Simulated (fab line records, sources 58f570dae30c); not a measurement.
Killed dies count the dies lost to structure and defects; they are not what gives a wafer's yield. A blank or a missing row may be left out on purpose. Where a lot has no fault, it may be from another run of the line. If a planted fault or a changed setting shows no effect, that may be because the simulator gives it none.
fab line records / flow berkeleyCmos170
record lots=10 wafers=30 lastDay=10
route steps=331 shown START@1 PFIELD@85 NLDD@166 M3@324
lots with no fault: from the same line, run without faults
startH: hours from the record's opening day to when the first of the lot's shown wafers began / waitH: time in hours since the lot's previous step / " repeats the value in the row above / L1.1+2: one row covering several wafers at once / - no value, or no start was given / * or withheld: withheld / < > ~ a bound
route shown NAME@n: names a module that has steps shown in the file, with the first one's number in the route / usual: average and standard deviation across the fault-free wafers / same: alike in all rows / chamber/n: place in a boat / sites: each site's reading / _std_site: the values' standard deviation / _edge_site: inner sites' mean taken away from outer sites' mean / radiusMm: how far each site lies from the wafer's centre / mask NAME#n: copy n / behind: the tool/chamber that last shaped the wafer / hold: cause of the lot's hold/its duration in hours/its outcome / device: names the non-switching transistor (n, p or np) / end of line: at the end of the route, the tests of the same wafers / a step given without rows: its recipe and nothing more / killed: at the first sort, the dies lost to defects and structure; wafer yield is something else / map: a wafer's dies, marking killed ones x, the rest . and places with no die _
set.NAME: setting as actually run; set.NAME@STEP: the setting as run at that earlier step / model.NAME: the simulator's own value behind a step, which no gauge read
steps of the route over a sample of lots; a table a step, a row a wafer
services: when a tool's chamber went out of use (startH, in hours from the record's first day, below 0 if earlier), for how many hours, and the reason
## steps
# step UCB170_START_BOW_MEAS_00
# recipe mode=bow
# usual INCOMING_BOW=0/6.5
lot.wafer=L685.2 tool=filmMetro-01 chamber=- startH=10.02 waitH=- INCOMING_BOW[um]=-2
lot.wafer=L685.3 tool=filmMetro-01 chamber=- startH=10.02 waitH=- INCOMING_BOW[um]=-6
lot.wafer=L685.6 tool=filmMetro-01 chamber=- startH=10.02 waitH=- INCOMING_BOW[um]=5
lot.wafer=L686.1 tool=filmMetro-04 chamber=- startH=15.09 waitH=- INCOMING_BOW[um]=3
lot.wafer=L686.2 tool=filmMetro-04 chamber=- startH=15.09 waitH=- INCOMING_BOW[um]=-9
lot.wafer=L686.6 tool=filmMetro-04 chamber=- startH=15.09 waitH=- INCOMING_BOW[um]=1
lot.wafer=L687.2 tool=filmMetro-03 chamber=- startH=20.02 waitH=- INCOMING_BOW[um]=6
lot.wafer=L687.3 tool=filmMetro-03 chamber=- startH=20.02 waitH=- INCOMING_BOW[um]=-8
lot.wafer=L687.5 tool=filmMetro-03 chamber=- startH=20.02 waitH=- INCOMING_BOW[um]=-4
lot.wafer=L688.2 tool=filmMetro-01 chamber=- startH=25.02 waitH=- INCOMING_BOW[um]=7
lot.wafer=L688.5 tool=filmMetro-01 chamber=- startH=25.02 waitH=- INCOMING_BOW[um]=2
lot.wafer=L688.6 tool=filmMetro-01 chamber=- startH=25.02 waitH=- INCOMING_BOW[um]=4
lot.wafer=L689.1 tool=filmMetro-04 chamber=- startH=30.00 waitH=- INCOMING_BOW[um]=-3
lot.wafer=L689.5 tool=filmMetro-04 chamber=- startH=30.00 waitH=- INCOMING_BOW[um]=4
lot.wafer=L689.6 tool=filmMetro-04 chamber=- startH=30.00 waitH=- INCOMING_BOW[um]=3
lot.wafer=L690.3 tool=filmMetro-01 chamber=- startH=35.04 waitH=- INCOMING_BOW[um]=6
lot.wafer=L690.4 tool=filmMetro-01 chamber=- startH=35.04 waitH=- INCOMING_BOW[um]=-2
lot.wafer=L690.5 tool=filmMetro-01 chamber=- startH=35.04 waitH=- INCOMING_BOW[um]=-3
lot.wafer=L694.3 tool=filmMetro-03 chamber=- startH=55.04 waitH=- INCOMING_BOW[um]=1
lot.wafer=L694.4 tool=filmMetro-03 chamber=- startH=55.04 waitH=- INCOMING_BOW[um]=-6
lot.wafer=L694.5 tool=filmMetro-03 chamber=- startH=55.04 waitH=- INCOMING_BOW[um]=1
lot.wafer=L695.2 tool=filmMetro-04 chamber=- startH=60.02 waitH=- INCOMING_BOW[um]=-3
lot.wafer=L695.3 tool=filmMetro-04 chamber=- startH=60.02 waitH=- INCOMING_BOW[um]=9
lot.wafer=L695.4 tool=filmMetro-04 chamber=- startH=60.02 waitH=- INCOMING_BOW[um]=10
lot.wafer=L696.1 tool=filmMetro-04 chamber=- startH=65.00 waitH=- INCOMING_BOW[um]=0
lot.wafer=L696.2 tool=filmMetro-04 chamber=- startH=65.00 waitH=- INCOMING_BOW[um]=-2
lot.wafer=L696.6 tool=filmMetro-04 chamber=- startH=65.00 waitH=- INCOMING_BOW[um]=4
lot.wafer=L697.1 tool=filmMetro-03 chamber=- startH=70.00 waitH=- INCOMING_BOW[um]=-10
lot.wafer=L697.2 tool=filmMetro-03 chamber=- startH=70.00 waitH=- INCOMING_BOW[um]=-5
lot.wafer=L697.3 tool=filmMetro-03 chamber=- startH=70.00 waitH=- INCOMING_BOW[um]=-2
# step UCB170_PFIELD_OVL_MEAS_06
# usual PFIELD_OVL=1/5.5
lot.wafer=L685.2 tool=overlay-01 chamber=- startH=85.49 waitH=- PFIELD_OVL[nm]=-2
lot.wafer=L685.3 tool=overlay-01 chamber=- startH=85.49 waitH=- PFIELD_OVL[nm]=4
lot.wafer=L685.6 tool=overlay-01 chamber=- startH=85.49 waitH=- PFIELD_OVL[nm]=6
lot.wafer=L687.2 tool=overlay-02 chamber=- startH=85.82 waitH=- PFIELD_OVL[nm]=0
lot.wafer=L687.3 tool=overlay-02 chamber=- startH=85.82 waitH=- PFIELD_OVL[nm]=0
lot.wafer=L687.5 tool=overlay-02 chamber=- startH=85.82 waitH=- PFIELD_OVL[nm]=3
lot.wafer=L686.1 tool=overlay-01 chamber=- startH=86.09 waitH=- PFIELD_OVL[nm]=-3
lot.wafer=L686.2 tool=overlay-01 chamber=- startH=86.09 waitH=- PFIELD_OVL[nm]=3
lot.wafer=L686.6 tool=overlay-01 chamber=- startH=86.09 waitH=- PFIELD_OVL[nm]=3
lot.wafer=L689.1 tool=overlay-01 chamber=- startH=98.70 waitH=- PFIELD_OVL[nm]=-5
lot.wafer=L689.5 tool=overlay-01 chamber=- startH=98.70 waitH=- PFIELD_OVL[nm]=-2
lot.wafer=L689.6 tool=overlay-01 chamber=- startH=98.70 waitH=- PFIELD_OVL[nm]=4
lot.wafer=L690.3 tool=overlay-02 chamber=- startH=99.44 waitH=- PFIELD_OVL[nm]=1
lot.wafer=L690.4 tool=overlay-02 chamber=- startH=99.44 waitH=- PFIELD_OVL[nm]=5
lot.wafer=L690.5 tool=overlay-02 chamber=- startH=99.44 waitH=- PFIELD_OVL[nm]=-1
lot.wafer=L688.2 tool=overlay-01 chamber=- startH=103.91 waitH=- PFIELD_OVL[nm]=-3
lot.wafer=L688.5 tool=overlay-01 chamber=- startH=103.91 waitH=- PFIELD_OVL[nm]=0
lot.wafer=L688.6 tool=overlay-01 chamber=- startH=103.91 waitH=- PFIELD_OVL[nm]=5
lot.wafer=L695.2 tool=overlay-02 chamber=- startH=125.96 waitH=- PFIELD_OVL[nm]=-6
lot.wafer=L695.3 tool=overlay-02 chamber=- startH=125.96 waitH=- PFIELD_OVL[nm]=-1
lot.wafer=L695.4 tool=overlay-02 chamber=- startH=125.96 waitH=- PFIELD_OVL[nm]=2
lot.wafer=L694.3 tool=overlay-02 chamber=- startH=126.69 waitH=- PFIELD_OVL[nm]=9
lot.wafer=L694.4 tool=overlay-02 chamber=- startH=126.69 waitH=- PFIELD_OVL[nm]=12
lot.wafer=L694.5 tool=overlay-02 chamber=- startH=126.69 waitH=- PFIELD_OVL[nm]=6
lot.wafer=L696.1 tool=overlay-02 chamber=- startH=135.73 waitH=- PFIELD_OVL[nm]=0
lot.wafer=L696.2 tool=overlay-02 chamber=- startH=135.73 waitH=- PFIELD_OVL[nm]=8
lot.wafer=L696.6 tool=overlay-02 chamber=- startH=135.73 waitH=- PFIELD_OVL[nm]=2
lot.wafer=L697.1 tool=overlay-01 chamber=- startH=136.19 waitH=- PFIELD_OVL[nm]=7
lot.wafer=L697.2 tool=overlay-01 chamber=- startH=136.19 waitH=- PFIELD_OVL[nm]=10
lot.wafer=L697.3 tool=overlay-01 chamber=- startH=136.19 waitH=- PFIELD_OVL[nm]=5
# step UCB170_NLDD_IMPLANT_08
# recipe species=As doseCm2=5e+13 energyKev=30 tiltDeg=7 rotationDeg=0
# usual doseIonsCm2=5e+13/6.1e+10 implantIonAmu=75/0
lot.wafer=L685.2 tool=implanter-04 chamber=0 startH=132.12 waitH=0.0 doseIonsCm2=5.009e+13 implantIonAmu=75
lot.wafer=L685.3 tool=implanter-04 chamber=0 startH=132.12 waitH=0.0 doseIonsCm2=5.006e+13 implantIonAmu=75
lot.wafer=L685.6 tool=implanter-04 chamber=0 startH=132.12 waitH=0.0 doseIonsCm2=5.007e+13 implantIonAmu=75
lot.wafer=L687.2 tool=implanter-03 chamber=0 startH=133.29 waitH=0.0 doseIonsCm2=5e+13 implantIonAmu=75
lot.wafer=L687.3 tool=implanter-03 chamber=0 startH=133.29 waitH=0.0 doseIonsCm2=5.001e+13 implantIonAmu=75
lot.wafer=L687.5 tool=implanter-03 chamber=0 startH=133.29 waitH=0.0 doseIonsCm2=4.992e+13 implantIonAmu=75
lot.wafer=L686.1 tool=implanter-02 chamber=0 startH=133.61 waitH=0.0 doseIonsCm2=5.004e+13 implantIonAmu=75
lot.wafer=L686.2 tool=implanter-02 chamber=0 startH=133.61 waitH=0.0 doseIonsCm2=4.994e+13 implantIonAmu=75
lot.wafer=L686.6 tool=implanter-02 chamber=0 startH=133.61 waitH=0.0 doseIonsCm2=4.993e+13 implantIonAmu=75
lot.wafer=L690.3 tool=implanter-03 chamber=0 startH=144.19 waitH=0.1 doseIonsCm2=5.001e+13 implantIonAmu=75
lot.wafer=L690.4 tool=implanter-03 chamber=0 startH=144.19 waitH=0.1 doseIonsCm2=4.998e+13 implantIonAmu=75
lot.wafer=L690.5 tool=implanter-03 chamber=0 startH=144.19 waitH=0.1 doseIonsCm2=4.994e+13 implantIonAmu=75
lot.wafer=L689.1 tool=implanter-04 chamber=0 startH=144.37 waitH=0.0 doseIonsCm2=5.002e+13 implantIonAmu=75
lot.wafer=L689.5 tool=implanter-04 chamber=0 startH=144.37 waitH=0.0 doseIonsCm2=5.001e+13 implantIonAmu=75
lot.wafer=L689.6 tool=implanter-04 chamber=0 startH=144.37 waitH=0.0 doseIonsCm2=4.989e+13 implantIonAmu=75
lot.wafer=L688.2 tool=implanter-03 chamber=0 startH=157.34 waitH=0.0 doseIonsCm2=5.008e+13 implantIonAmu=75
lot.wafer=L688.5 tool=implanter-03 chamber=0 startH=157.34 waitH=0.0 doseIonsCm2=5.008e+13 implantIonAmu=75
lot.wafer=L688.6 tool=implanter-03 chamber=0 startH=157.34 waitH=0.0 doseIonsCm2=5.008e+13 implantIonAmu=75
lot.wafer=L695.2 tool=implanter-02 chamber=0 startH=180.34 waitH=0.0 doseIonsCm2=4.998e+13 implantIonAmu=49
lot.wafer=L695.3 tool=implanter-02 chamber=0 startH=180.34 waitH=0.0 doseIonsCm2=5.008e+13 implantIonAmu=49
lot.wafer=L695.4 tool=implanter-02 chamber=0 startH=180.34 waitH=0.0 doseIonsCm2=5.001e+13 implantIonAmu=49
lot.wafer=L694.3 tool=implanter-03 chamber=0 startH=180.47 waitH=0.1 doseIonsCm2=5.009e+13 implantIonAmu=49
lot.wafer=L694.4 tool=implanter-03 chamber=0 startH=180.47 waitH=0.1 doseIonsCm2=5.005e+13 implantIonAmu=49
lot.wafer=L694.5 tool=implanter-03 chamber=0 startH=180.47 waitH=0.1 doseIonsCm2=5.004e+13 implantIonAmu=49
lot.wafer=L696.1 tool=implanter-02 chamber=0 startH=188.53 waitH=0.0 doseIonsCm2=4.998e+13 implantIonAmu=49
lot.wafer=L696.2 tool=implanter-02 chamber=0 startH=188.53 waitH=0.0 doseIonsCm2=5.005e+13 implantIonAmu=49
lot.wafer=L696.6 tool=implanter-02 chamber=0 startH=188.53 waitH=0.0 doseIonsCm2=4.993e+13 implantIonAmu=49
lot.wafer=L697.1 tool=implanter-02 chamber=0 startH=189.00 waitH=0.0 doseIonsCm2=4.997e+13 implantIonAmu=49
lot.wafer=L697.2 tool=implanter-02 chamber=0 startH=189.00 waitH=0.0 doseIonsCm2=5.001e+13 implantIonAmu=49
lot.wafer=L697.3 tool=implanter-02 chamber=0 startH=189.00 waitH=0.0 doseIonsCm2=5e+13 implantIonAmu=49
# step UCB170_NLDD_TW_MEAS_11
# usual NLDD_TW=2227/13
lot.wafer=L685.2 tool=filmMetro-03 chamber=- startH=132.50 waitH=0.1 NLDD_TW=2239
lot.wafer=L685.3 tool=filmMetro-03 chamber=- startH=132.50 waitH=0.1 NLDD_TW=2229
lot.wafer=L685.6 tool=filmMetro-03 chamber=- startH=132.50 waitH=0.1 NLDD_TW=2232
lot.wafer=L687.2 tool=filmMetro-03 chamber=- startH=133.68 waitH=0.1 NLDD_TW=2212
lot.wafer=L687.3 tool=filmMetro-03 chamber=- startH=133.68 waitH=0.1 NLDD_TW=2237
lot.wafer=L687.5 tool=filmMetro-03 chamber=- startH=133.68 waitH=0.1 NLDD_TW=2240
lot.wafer=L686.1 tool=filmMetro-04 chamber=- startH=134.01 waitH=0.1 NLDD_TW=2221
lot.wafer=L686.2 tool=filmMetro-04 chamber=- startH=134.01 waitH=0.1 NLDD_TW=2225
lot.wafer=L686.6 tool=filmMetro-04 chamber=- startH=134.01 waitH=0.1 NLDD_TW=2216
lot.wafer=L690.3 tool=filmMetro-03 chamber=- startH=144.56 waitH=0.1 NLDD_TW=2231
lot.wafer=L690.4 tool=filmMetro-03 chamber=- startH=144.56 waitH=0.1 NLDD_TW=2247
lot.wafer=L690.5 tool=filmMetro-03 chamber=- startH=144.56 waitH=0.1 NLDD_TW=2237
lot.wafer=L689.1 tool=filmMetro-01 chamber=- startH=144.77 waitH=0.1 NLDD_TW=2240
lot.wafer=L689.5 tool=filmMetro-01 chamber=- startH=144.77 waitH=0.1 NLDD_TW=2227
lot.wafer=L689.6 tool=filmMetro-01 chamber=- startH=144.77 waitH=0.1 NLDD_TW=2241
lot.wafer=L688.2 tool=filmMetro-01 chamber=- startH=157.73 waitH=0.1 NLDD_TW=2251
lot.wafer=L688.5 tool=filmMetro-01 chamber=- startH=157.73 waitH=0.1 NLDD_TW=2245
lot.wafer=L688.6 tool=filmMetro-01 chamber=- startH=157.73 waitH=0.1 NLDD_TW=2233
lot.wafer=L695.2 tool=filmMetro-01 chamber=- startH=180.73 waitH=0.1 NLDD_TW=1923
lot.wafer=L695.3 tool=filmMetro-01 chamber=- startH=180.73 waitH=0.1 NLDD_TW=1937
lot.wafer=L695.4 tool=filmMetro-01 chamber=- startH=180.73 waitH=0.1 NLDD_TW=1926
lot.wafer=L694.3 tool=filmMetro-04 chamber=- startH=180.84 waitH=0.1 NLDD_TW=1919
lot.wafer=L694.4 tool=filmMetro-04 chamber=- startH=180.84 waitH=0.1 NLDD_TW=1922
lot.wafer=L694.5 tool=filmMetro-04 chamber=- startH=180.84 waitH=0.1 NLDD_TW=1927
lot.wafer=L696.1 tool=filmMetro-04 chamber=- startH=188.93 waitH=0.1 NLDD_TW=1930
lot.wafer=L696.2 tool=filmMetro-04 chamber=- startH=188.93 waitH=0.1 NLDD_TW=1921
lot.wafer=L696.6 tool=filmMetro-04 chamber=- startH=188.93 waitH=0.1 NLDD_TW=1917
lot.wafer=L697.1 tool=filmMetro-03 chamber=- startH=189.40 waitH=0.1 NLDD_TW=1950
lot.wafer=L697.2 tool=filmMetro-03 chamber=- startH=189.40 waitH=0.1 NLDD_TW=1939
lot.wafer=L697.3 tool=filmMetro-03 chamber=- startH=189.40 waitH=0.1 NLDD_TW=1950
# step UCB170_SDANNEAL_RS_MEAS_05
# recipe thkMeasGauge=four-point-probe
# usual NLDD_RS=615.7/1.7
lot.wafer=L687.2 tool=filmMetro-03 chamber=- startH=143.39 waitH=0.1 NLDD_RS[ohm/sq]=621.7
lot.wafer=L687.3 tool=filmMetro-03 chamber=- startH=143.39 waitH=0.1 NLDD_RS[ohm/sq]=618.2
lot.wafer=L687.5 tool=filmMetro-03 chamber=- startH=143.39 waitH=0.1 NLDD_RS[ohm/sq]=619.4
lot.wafer=L686.1 tool=filmMetro-04 chamber=- startH=143.52 waitH=0.1 NLDD_RS[ohm/sq]=614.9
lot.wafer=L686.2 tool=filmMetro-04 chamber=- startH=143.52 waitH=0.1 NLDD_RS[ohm/sq]=614.6
lot.wafer=L686.6 tool=filmMetro-04 chamber=- startH=143.52 waitH=0.1 NLDD_RS[ohm/sq]=614.9
lot.wafer=L685.2 tool=filmMetro-01 chamber=- startH=143.83 waitH=0.1 NLDD_RS[ohm/sq]=614.9
lot.wafer=L685.3 tool=filmMetro-01 chamber=- startH=143.83 waitH=0.1 NLDD_RS[ohm/sq]=614.0
lot.wafer=L685.6 tool=filmMetro-01 chamber=- startH=143.83 waitH=0.1 NLDD_RS[ohm/sq]=617.0
lot.wafer=L689.1 tool=filmMetro-03 chamber=- startH=157.37 waitH=0.1 NLDD_RS[ohm/sq]=615.5
lot.wafer=L689.5 tool=filmMetro-03 chamber=- startH=157.37 waitH=0.1 NLDD_RS[ohm/sq]=618.6
lot.wafer=L689.6 tool=filmMetro-03 chamber=- startH=157.37 waitH=0.1 NLDD_RS[ohm/sq]=615.5
lot.wafer=L690.3 tool=filmMetro-03 chamber=- startH=158.21 waitH=0.1 NLDD_RS[ohm/sq]=615.6
lot.wafer=L690.4 tool=filmMetro-03 chamber=- startH=158.21 waitH=0.1 NLDD_RS[ohm/sq]=615.1
lot.wafer=L690.5 tool=filmMetro-03 chamber=- startH=158.21 waitH=0.1 NLDD_RS[ohm/sq]=617.2
lot.wafer=L688.2 tool=filmMetro-01 chamber=- startH=168.54 waitH=0.1 NLDD_RS[ohm/sq]=614.5
lot.wafer=L688.5 tool=filmMetro-01 chamber=- startH=168.54 waitH=0.1 NLDD_RS[ohm/sq]=614.2
lot.wafer=L688.6 tool=filmMetro-01 chamber=- startH=168.54 waitH=0.1 NLDD_RS[ohm/sq]=613.2
lot.wafer=L695.2 tool=filmMetro-04 chamber=- startH=194.69 waitH=0.1 NLDD_RS[ohm/sq]=-
lot.wafer=L695.3 tool=filmMetro-04 chamber=- startH=194.69 waitH=0.1 NLDD_RS[ohm/sq]=-
lot.wafer=L695.4 tool=filmMetro-04 chamber=- startH=194.69 waitH=0.1 NLDD_RS[ohm/sq]=-
lot.wafer=L694.3 tool=filmMetro-03 chamber=- startH=194.96 waitH=0.1 NLDD_RS[ohm/sq]=-
lot.wafer=L694.4 tool=filmMetro-03 chamber=- startH=194.96 waitH=0.1 NLDD_RS[ohm/sq]=-
lot.wafer=L694.5 tool=filmMetro-03 chamber=- startH=194.96 waitH=0.1 NLDD_RS[ohm/sq]=-
lot.wafer=L697.1 tool=filmMetro-01 chamber=- startH=200.65 waitH=0.1 NLDD_RS[ohm/sq]=-
lot.wafer=L697.2 tool=filmMetro-01 chamber=- startH=200.65 waitH=0.1 NLDD_RS[ohm/sq]=-
lot.wafer=L697.3 tool=filmMetro-01 chamber=- startH=200.65 waitH=0.1 NLDD_RS[ohm/sq]=-
lot.wafer=L696.1 tool=filmMetro-01 chamber=- startH=201.47 waitH=0.1 NLDD_RS[ohm/sq]=-
lot.wafer=L696.2 tool=filmMetro-01 chamber=- startH=201.47 waitH=0.1 NLDD_RS[ohm/sq]=-
lot.wafer=L696.6 tool=filmMetro-01 chamber=- startH=201.47 waitH=0.1 NLDD_RS[ohm/sq]=-
# step UCB170_M3_CD_MEAS_15
# recipe targetCdNm=700
# usual cdNm=700.1/1.2
lot.wafer=L687.2 tool=cdSem-02 chamber=- startH=165.83 waitH=- cdNm=698.1
lot.wafer=L687.3 tool=cdSem-02 chamber=- startH=165.83 waitH=- cdNm=699.2
lot.wafer=L687.5 tool=cdSem-02 chamber=- startH=165.83 waitH=- cdNm=699.2
lot.wafer=L686.1 tool=cdSem-02 chamber=- startH=166.02 waitH=- cdNm=698.8
lot.wafer=L686.2 tool=cdSem-02 chamber=- startH=166.02 waitH=- cdNm=699.0
lot.wafer=L686.6 tool=cdSem-02 chamber=- startH=166.02 waitH=- cdNm=700.1
lot.wafer=L685.2 tool=cdSem-01 chamber=- startH=166.28 waitH=- cdNm=700.0
lot.wafer=L685.3 tool=cdSem-01 chamber=- startH=166.28 waitH=- cdNm=699.2
lot.wafer=L685.6 tool=cdSem-01 chamber=- startH=166.28 waitH=- cdNm=699.0
lot.wafer=L689.1 tool=cdSem-01 chamber=- startH=181.45 waitH=- cdNm=700.5
lot.wafer=L689.5 tool=cdSem-01 chamber=- startH=181.45 waitH=- cdNm=700.7
lot.wafer=L689.6 tool=cdSem-01 chamber=- startH=181.45 waitH=- cdNm=701.7
lot.wafer=L690.3 tool=cdSem-01 chamber=- startH=182.68 waitH=- cdNm=700.8
lot.wafer=L690.4 tool=cdSem-01 chamber=- startH=182.68 waitH=- cdNm=700.3
lot.wafer=L690.5 tool=cdSem-01 chamber=- startH=182.68 waitH=- cdNm=700.9
lot.wafer=L688.2 tool=cdSem-01 chamber=- startH=194.44 waitH=- cdNm=700.4
lot.wafer=L688.5 tool=cdSem-01 chamber=- startH=194.44 waitH=- cdNm=702.2
lot.wafer=L688.6 tool=cdSem-01 chamber=- startH=194.44 waitH=- cdNm=700.5
lot.wafer=L695.2 tool=cdSem-02 chamber=- startH=219.09 waitH=- cdNm=699.9
lot.wafer=L695.3 tool=cdSem-02 chamber=- startH=219.09 waitH=- cdNm=699.5
lot.wafer=L695.4 tool=cdSem-02 chamber=- startH=219.09 waitH=- cdNm=700.0
lot.wafer=L694.3 tool=cdSem-01 chamber=- startH=219.44 waitH=- cdNm=700.6
lot.wafer=L694.4 tool=cdSem-01 chamber=- startH=219.44 waitH=- cdNm=700.5
lot.wafer=L694.5 tool=cdSem-01 chamber=- startH=219.44 waitH=- cdNm=700.0
lot.wafer=L696.1 tool=cdSem-01 chamber=- startH=225.62 waitH=- cdNm=699.9
lot.wafer=L696.2 tool=cdSem-01 chamber=- startH=225.62 waitH=- cdNm=699.8
lot.wafer=L696.6 tool=cdSem-01 chamber=- startH=225.62 waitH=- cdNm=699.6
lot.wafer=L697.1 tool=cdSem-02 chamber=- startH=227.64 waitH=- cdNm=698.4
lot.wafer=L697.2 tool=cdSem-02 chamber=- startH=227.64 waitH=- cdNm=699.1
lot.wafer=L697.3 tool=cdSem-02 chamber=- startH=227.64 waitH=- cdNm=697.0
## services
tool=implanter-04 chamber=- startH=110.89 hours=2.0 kind=repair
tool=implanter-03 chamber=- startH=159.84 hours=3.0 kind=pm
tool=implanter-02 chamber=- startH=171.16 hours=5.3 kind=pm
tool=implanter-04 chamber=- startH=179.81 hours=3.1 kind=pm
tool=implanter-03 chamber=- startH=183.72 hours=5.4 kind=pm
## key
firstSign step=UCB170_NLDD_IMPLANT_08 reading=implantIonAmu direction=down sigmas=99+ usual=75 struck=49
effect step=UCB170_NLDD_TW_MEAS_11 reading=NLDD_TW direction=down sigmas=23 usual=2227 struck=1930
effect step=UCB170_SDANNEAL_RS_MEAS_05 reading=NLDD_RS direction=missing
metAt UCB170_NLDD_IMPLANT_08
struckLots L694,L695,L696,L697
sortLeftOut L694.3,L694.4,L694.5,L695.2,L695.3,L695.4,L696.1,L696.2,L696.6,L697.1,L697.2,L697.3
testerLeftOut L694,L695,L696,L697
notActingAt UCB170_START_BOW_MEAS_00,UCB170_PFIELD_OVL_MEAS_06,UCB170_M3_CD_MEAS_15
onsetBetween 157.34 180.34
fault kind=wrongRecipeDownload tool=implanter-02,implanter-03,implanter-04 chamber=- onsetH=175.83 steps=UCB170_NLDD_IMPLANT_08 wrongRecipe.notListed=1
# testerLeftOut: of these lots the tester's yield and bins aren't shown, on N5 and GAA mostly nor the transistor test; their killed dies are dies lost to structure and defects alone, not to doping, threshold or leakage, so they don't give the yield
# sortLeftOut: the simulated sort isn't trusted on such a fault, so these wafers' sort isn't shown, and their yield isn't known
